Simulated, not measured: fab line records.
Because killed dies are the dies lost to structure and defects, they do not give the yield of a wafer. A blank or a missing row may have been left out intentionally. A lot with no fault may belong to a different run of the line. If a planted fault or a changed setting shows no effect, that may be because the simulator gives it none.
Which tool is to blame? -- flow berkeley-cmos170 -- 14 lots, 42 wafers sampled, at 5 steps of a route of 331

== WHAT EACH GAUGE READ, for each wafer ==
UCB170_START_THK_MEAS_03. Usual: START_OXIDE_THK gives 20.0 nm (standard deviation 0.3).
lot,measured,on,START_OXIDE_THK (nm),flag
L501,day 1 14:11,film-metro-03,20.0 20.0 20.2,
L503,day 2 00:31,film-metro-04,20.0 20.1 20.1,
L504,day 2 05:32,film-metro-04,20.6 20.7 20.4,
L505,day 2 13:10,film-metro-04,19.8 19.7 19.8,
L507,day 2 20:29,film-metro-04,19.7 20.0 20.0,
L508,day 3 04:20,film-metro-04,20.1 20.1 20.4,
L510,day 3 13:07,film-metro-03,20.0 20.1 20.0,
L513,day 4 02:25,film-metro-01,20.3 20.5 20.2,
L514,day 4 07:03,film-metro-03,20.1 20.0 19.4,
L517,day 4 22:46,film-metro-03,20.3 20.1 20.0,
L518,day 5 04:13,film-metro-01,19.4 19.4 19.5,
L522,day 6 01:22,film-metro-03,20.3 20.6 20.6,
L523,day 6 05:25,film-metro-03,20.0 20.2 19.9,
L524,day 6 10:04,film-metro-03,19.4 19.9 19.6,

UCB170_ACTIVE_CD_MEAS_13 targets a cd of 1200 nm. Usual: cd-nm reads 1199.2 nm (standard deviation 1.4).
lot,measured,on,cd-nm (nm),flag
L501,day 4 20:01,cd-sem-01,1199.9 1198.2 1199.4,
L503,day 4 19:48,cd-sem-01,1201.3 1201.2 1201.0,
L504,day 5 13:23,cd-sem-01,1198.6 1198.6 1198.4,
L505,day 5 13:36,cd-sem-02,1198.1 1198.1 1197.6,
L507,day 5 23:22,cd-sem-01,1199.7 1200.5 1197.8,
L508,day 6 03:12,cd-sem-02,1201.5 1200.8 1200.2,
L510,day 6 11:19,cd-sem-01,1199.0 1196.9 1198.1,
L513,day 7 11:26,cd-sem-02,1199.8 1198.4 1198.6,
L514,day 7 11:38,cd-sem-01,1200.8 1201.1 1200.7,
L517,day 8 05:45,cd-sem-01,1197.8 1197.6 1199.7,
L518,day 8 15:06,cd-sem-01,1199.3 1199.1 1198.5,
L522,day 9 04:08,cd-sem-01,1199.4 1199.4 1199.8,
L523,day 9 03:36,cd-sem-02,1199.5 1198.8 1199.3,
L524,day 9 19:02,cd-sem-01,1196.1 1197.5 1197.8,

UCB170_M1_CD_MEAS_90 targets a cd of 700 nm. Usual: cd-nm reads 700.0 nm (standard deviation 2.1).
lot,measured,on,cd-nm (nm),flag
L501,day 8 07:25,cd-sem-01,696.9 698.6 696.2,
L503,day 8 06:37,cd-sem-01,702.1 701.0 701.6,
L504,day 8 22:24,cd-sem-01,699.4 701.7 699.8,
L505,day 9 00:40,cd-sem-02,697.5 702.0 698.3,
L507,day 9 05:37,cd-sem-01,697.5 700.6 697.3,
L508,day 9 20:08,cd-sem-01,701.4 702.6 699.4,
L510,day 9 20:03,cd-sem-01,700.7 701.4 698.0,
L513,day 10 20:24,cd-sem-02,701.8 700.7 703.1,
L514,day 10 19:35,cd-sem-01,700.0 700.2 699.8,
L517,day 11 22:25,cd-sem-02,697.9 699.5 699.8,
L518,day 12 05:21,cd-sem-02,688.2 687.8 689.5,OFF
L522,day 12 23:23,cd-sem-02,685.7 692.2 689.4,OFF
L523,day 13 00:07,cd-sem-02,696.6 694.3 696.4,
L524,day 13 11:28,cd-sem-02,698.5 700.2 701.2,

== WHAT TOOL EACH LOT RAN ON (gives the tool, then ch and the chambers of the sampled wafers, and finally the start) ==
lot,UCB170_M1_METAL_ETCH_12,UCB170_M1_STRIP_13
L501,"rie-metal-03 ch 0,1, day 8 07:11","plasma-asher-01 ch 0,1, day 8 07:19"
L503,"rie-metal-02 ch 1, day 8 06:15","plasma-asher-02 ch 0,1, day 8 06:31"
L504,"rie-metal-02 ch 1, day 8 22:01","plasma-asher-01 ch 0,1, day 8 22:17"
L505,"rie-metal-02 ch 0, day 9 00:19","plasma-asher-01 ch 0,1, day 9 00:32"
L507,"rie-metal-03 ch 0,1, day 9 05:23","plasma-asher-02 ch 0,1, day 9 05:31"
L508,"rie-metal-04 ch 0,1, day 9 19:53","plasma-asher-02 ch 0,1, day 9 20:01"
L510,"rie-metal-02 ch 1, day 9 19:44","plasma-asher-04 ch 0,1, day 9 19:56"
L513,"rie-metal-04 ch 0,1, day 10 20:10","plasma-asher-02 ch 0,1, day 10 20:17"
L514,"rie-metal-02 ch 0,1, day 10 19:20","plasma-asher-01 ch 0,1, day 10 19:28"
L517,"rie-metal-02 ch 0,1, day 11 22:11","plasma-asher-04 ch 0,1, day 11 22:19"
L518,"rie-metal-04 ch 0, day 12 05:05","plasma-asher-04 ch 0, day 12 05:14"
L522,"rie-metal-04 ch 0,1, day 12 23:08","plasma-asher-02 ch 0,1, day 12 23:16"
L523,"rie-metal-03 ch 0,1, day 12 23:53","plasma-asher-02 ch 0,1, day 13 00:01"
L524,"rie-metal-03 ch 0,1, day 13 10:52","plasma-asher-02 ch 0,1, day 13 11:01"
- UCB170_M1_METAL_ETCH_12: etches Al in Cl2/BCl3, stops on PSG, target depth 780 nm, time 130 s.
- UCB170_M1_STRIP_13: strips in O2.

== AS READ BY THE TOOLS THEMSELVES (means over the sampled wafers that have a number; for cases with no such wafer, the mark the record gives instead) ==
UCB170_M1_METAL_ETCH_12. Usual: drypump-motor-current-A 5.58 A, standard deviation 0.23; oes-product-au 0.856 a.u., standard deviation 0.017; rf-fwd-power-W 597.1 W, standard deviation 1.9; throttle-valve-pct 24.32 %, standard deviation 0.14.
lot,tool,drypump-motor-current-A (A),oes-product-au (a.u.),rf-fwd-power-W (W),throttle-valve-pct (%),flag
L501,rie-metal-03,5.29,0.842,596.3,24.18,
L503,rie-metal-02,5.71,0.849,597.0,24.32,
L504,rie-metal-02,5.74,0.844,597.4,24.33,
L505,rie-metal-02,5.70,0.862,595.5,24.45,
L507,rie-metal-03,5.31,0.846,597.7,24.17,
L508,rie-metal-04,5.84,0.862,595.5,24.46,
L510,rie-metal-02,5.71,0.845,596.8,24.38,
L513,rie-metal-04,5.77,0.869,594.2,24.38,
L514,rie-metal-02,5.72,0.855,598.8,24.43,
L517,rie-metal-02,5.72,0.867,596.4,24.48,
L518,rie-metal-04,5.71,0.876,595.5,24.32,
L522,rie-metal-04,5.84,0.869,596.2,24.45,
L523,rie-metal-03,5.28,0.850,600.3,24.16,
L524,rie-metal-03,5.31,0.847,596.6,24.16,

UCB170_M1_STRIP_13. Usual: drypump-motor-current-A 5.9 A, standard deviation 0.54; o2-flow-sccm 399.9 sccm, standard deviation 1.2; oes-product-au 0.720 a.u., standard deviation 0.0047.
lot,tool,drypump-motor-current-A (A),o2-flow-sccm (sccm),oes-product-au (a.u.),flag
L501,plasma-asher-01,5.2,401.2,0.723,
L503,plasma-asher-02,6.5,398.9,0.721,
L504,plasma-asher-01,5.2,399.1,0.716,
L505,plasma-asher-01,5.4,398.5,0.715,
L507,plasma-asher-02,6.3,400.4,0.718,
L508,plasma-asher-02,6.5,399.9,0.720,
L510,plasma-asher-04,5.8,399.6,0.724,
L513,plasma-asher-02,6.3,400.6,0.721,
L514,plasma-asher-01,5.2,400.9,0.723,
L517,plasma-asher-04,5.7,398.4,0.718,
L518,plasma-asher-04,6.1,397.9,0.576,OFF
L522,plasma-asher-02,6.2,400.0,0.573,OFF
L523,plasma-asher-02,6.3,400.5,0.717,
L524,plasma-asher-02,6.5,399.8,0.717,

== THE ANSWER, worked out from the rows above alone ==
Rule: take the mean of a lot's wafers that have a number; if it is more than 3 standard deviations from the usual mean, the lot is off. Also off: a lot with no number at a reading for which 4 or more lots have one. Where the step has rows for the other lots, those lots are counted as sound. After the gauges, taken in route order, come the tools' own readings; for these a lot's mean is taken, as printed above. At the first step where some lot is off, the reading lying furthest off is the one used; lots without a number count as furthest.
Off: L518, L522 (UCB170_M1_CD_MEAS_90, cd-nm).
If a tool, at a process step before that reading, ran all the lots that are off and no sound lot after the first of them, it fits. Not tried: the gauges at UCB170_M1_CD_MEAS_90; whatever is off there is also off at UCB170_M1_STRIP_13, on other tools, and gauge error can't account for it. One fits: rie-metal-04 at UCB170_M1_METAL_ETCH_12. Its last sound lot is L513 (day 10 20:10), its first lot that is off L518 (day 12 05:05): a fault that began between those two fits.

== WHAT THE SIMULATOR HAD INSERTED ==
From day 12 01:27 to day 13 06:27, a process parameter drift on rie-metal-04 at UCB170_M1_METAL_ETCH_12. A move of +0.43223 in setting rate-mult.
Struck lots among those shown: L518, L522. Same finding as the rule above.
